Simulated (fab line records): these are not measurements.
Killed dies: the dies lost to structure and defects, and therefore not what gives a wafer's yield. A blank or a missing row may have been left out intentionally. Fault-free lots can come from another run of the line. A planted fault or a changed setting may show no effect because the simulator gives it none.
Matching of chambers + flow berkeley-cmos170 + 3 sister chambers for UCB170_GATE_ETCH_15 on rie-si-01
The step etches poly-Si in HBr/Cl2, stops on SiO2, time 56.3 s, target depth 278.2 nm. 14 wafers are shown with their chamber, then 5 later ones without.

## WAFERS, EACH WITH ITS CHAMBER
| wafer  | chamber | drypump-motor-current-A (A) | throttle-valve-pct (%) | oes-product-au (a.u.) |
|--------|---------|-----------------------------|------------------------|-----------------------|
| L833.3 | 1       | 6.8                         | 26.65                  | 0.837                 |
| L833.4 | 3       | 6.0                         | 26.62                  | 0.833                 |
| L833.5 | 1       | 6.8                         | 26.67                  | 0.839                 |
| L830.2 | 0       | 6.6                         | 26.48                  | 0.823                 |
| L830.5 | 0       | 6.7                         | 26.49                  | 0.827                 |
| L830.6 | 1       | 6.8                         | 26.68                  | 0.831                 |
| L838.2 | 3       | 5.9                         | 26.62                  | 0.830                 |
| L838.5 | 0       | 6.7                         | 26.51                  | 0.825                 |
| L838.6 | 1       | 6.8                         | 26.67                  | 0.839                 |
| L842.1 | 0       | 6.7                         | 26.49                  | 0.828                 |
| L842.2 | 1       | 6.8                         | 26.66                  | 0.841                 |
| L842.3 | 3       | 6.0                         | 26.60                  | 0.823                 |
| L843.1 | 1       | 6.8                         | 26.65                  | 0.826                 |
| L843.3 | 0       | 6.7                         | 26.48                  | 0.834                 |

SIGNATURES (averages over the wafers above)
| reading                 | chamber 0 | chamber 1 | chamber 3 | scatter within a chamber |
|-------------------------|-----------|-----------|-----------|--------------------------|
| drypump-motor-current-A | 6.680     | 6.800     | 5.967     | 0.0365                   |
| throttle-valve-pct      | 26.4900   | 26.6633   | 26.6133   | 0.0121                   |
| oes-product-au          | 0.82740   | 0.83550   | 0.82867   | 0.00513                  |
Rule: distance of a wafer from a chamber = root of the sum over the readings of ((wafer's reading minus chamber's mean) / reading's scatter) squared. If the next closest chamber is less than 2 further off than the closest, the wafer can't be placed; otherwise it belongs to the closest. The scatter is the square root of a quotient: the sum, over the shown wafers, of each reading's squared deviation from its chamber's mean, divided by wafers minus chambers.

## WAFERS MISSING THEIR CHAMBER
| wafer  | drypump-motor-current-A (A) | throttle-valve-pct (%) | oes-product-au (a.u.) |
|--------|-----------------------------|------------------------|-----------------------|
| L843.6 | 6.8                         | 26.66                  | 0.824                 |
| L852.1 | 6.7                         | 26.50                  | 0.820                 |
| L852.4 | 5.9                         | 26.60                  | 0.824                 |
| L849.2 | 6.8                         | 26.67                  | 0.826                 |
| L849.3 | 6.6                         | 26.49                  | 0.830                 |

## THE CHAMBER EACH PASSED THROUGH
| wafer  | from the rows above | in truth |
|--------|---------------------|----------|
| L843.6 | 1                   | 1        |
| L852.1 | 0                   | 0        |
| L852.4 | 3                   | 3        |
| L849.2 | 1                   | 1        |
| L849.3 | 0                   | 0        |
5 of 5 placed correctly. Not placeable from these rows: 0. Placed wrongly: 0.
